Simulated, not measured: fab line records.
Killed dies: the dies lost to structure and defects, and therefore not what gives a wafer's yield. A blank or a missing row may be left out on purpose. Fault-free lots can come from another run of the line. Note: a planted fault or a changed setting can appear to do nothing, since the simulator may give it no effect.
The tool behind it: which one?	flow rit cmos	Sampling: 14 lots, 42 wafers, 2 of 202 route steps

## WHAT THE GAUGES READ, wafer by wafer
RIT_NRETRO_TW_MEAS_10.
lot	measured	on	NRETRO_TW
L583	day 2 09:40	film metro-03	1053 1056 1057
L584	day 2 14:50	film metro-02	1048 1044 1058
L585	day 2 18:49	film metro-04	1074 1071 1075
L590	day 3 20:24	film metro-03	1057 1060 1055
L592	day 4 07:15	film metro-03	999 993 995
L593	day 4 10:31	film metro-04	1006 1003 1006
L594	day 4 14:54	film metro-03	1057 1058 1051
L595	day 4 20:40	film metro-03	1055 1056 1058
L596	day 4 23:13	film metro-04	1065 1070 1066
L597	day 5 04:51	film metro-02	1057 1051 1051
L598	day 5 11:01	film metro-02	1048 1052 1054
L601	day 6 01:27	film metro-02	1051 1054 1054
L605	day 6 21:48	film metro-04	1069 1072 1068
L606	day 7 02:49	film metro-03	1070 1075 1067

## TOOL THAT RAN EACH LOT (tool first, then ch and the chambers of the sampled wafers, then the start)
lot	RIT_NRETRO_IMPLANT_08
L583	implanter-04 ch 0, day 2 09:22
L584	implanter-01 ch 0, day 2 14:31
L585	implanter-04 ch 0, day 2 18:31
L590	implanter-04 ch 0, day 3 20:05
L592	implanter-01 ch 0, day 4 06:56
L593	implanter-01 ch 0, day 4 10:13
L594	implanter-04 ch 0, day 4 14:35
L595	implanter-04 ch 0, day 4 20:20
L596	implanter-04 ch 0, day 4 22:55
L597	implanter-03 ch 0, day 5 04:32
L598	implanter-04 ch 0, day 5 10:41
L601	implanter-04 ch 0, day 6 01:08
L605	implanter-03 ch 0, day 6 21:29
L606	implanter-04 ch 0, day 7 02:30
- RIT_NRETRO_IMPLANT_08

## AS READ BY THE TOOLS THEMSELVES (means over the sampled wafers that have a number; for cases with no such wafer, the mark the record gives instead)
RIT_NRETRO_IMPLANT_08.
lot	tool	beam energy keV	dose ions cm2	faraday current uA
L583	implanter-04	70.907	1.0024e+13	31.8
L584	implanter-01	70.918	9.9917e+12	31.5
L585	implanter-04	70.952	1.0006e+13	31.7
L590	implanter-04	70.947	1.0002e+13	31.7
L592	implanter-01	70.935	8.3027e+12	26.3
L593	implanter-01	70.911	8.2960e+12	26.2
L594	implanter-04	70.946	1.0007e+13	31.8
L595	implanter-04	70.961	9.9967e+12	31.5
L596	implanter-04	70.935	1.0014e+13	31.6
L597	implanter-03	70.945	1.0001e+13	31.6
L598	implanter-04	70.944	1.0003e+13	31.7
L601	implanter-04	70.917	1.0001e+13	31.7
L605	implanter-03	70.968	9.9913e+12	31.8
L606	implanter-04	70.934	9.9973e+12	31.9

## THE ANSWER, worked out from the rows above alone
Rule: the lots themselves supply what counts as usual. Put in order of their means at a reading, lots are off if they are a third of the lots or fewer, leave a main group of 4 or more, and stand apart from it by a gap of 3 or more times the standard deviation of the main group's means; of several such gaps the widest counts. A main group whose means are all the same, to the digits that the tables above print for the reading, isn't used. Also off: a lot with no number at a reading for which 4 or more lots have one. The other lots that the step has rows for count as sound. After the gauges, taken in route order, come the tools' own readings; for these a lot's mean is taken, as printed above. At the first step where some lot is off, the reading lying furthest off is the one used; lots without a number count as furthest.
Off: L592, L593, seen at RIT_NRETRO_TW_MEAS_10 (NRETRO_TW). Main group: mean 1059, sd 8.
If a tool, at a process step before that reading, ran all the lots that are off and no sound lot after the first of them, it fits. Not tried: the gauges at RIT_NRETRO_TW_MEAS_10; whatever is off there is also off at RIT_NRETRO_IMPLANT_08, on other tools, and gauge error can't account for it. One fits: implanter-01 at RIT_NRETRO_IMPLANT_08. A fault onset in the window from L584 (day 2 14:31, its last sound lot) to L592 (day 4 06:56, its first lot off) fits.
The tool's own readings at RIT_NRETRO_IMPLANT_08 bear it out: on the lots that are off they differ by more than 5 times the standard deviation of the sound lots' means. dose ions cm2 reads 8.2994e+12 there against 1.0003e+13 on the sound lots; faraday current uA reads 26.2 there against 31.7 on the sound lots.

## WHAT WAS PUT IN BY THE SIMULATOR
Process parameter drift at RIT_NRETRO_IMPLANT_08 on implanter-01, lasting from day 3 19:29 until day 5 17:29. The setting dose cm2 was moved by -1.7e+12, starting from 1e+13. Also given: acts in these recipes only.
Lots struck among those shown: L592, L593. The same result came from the rule above.
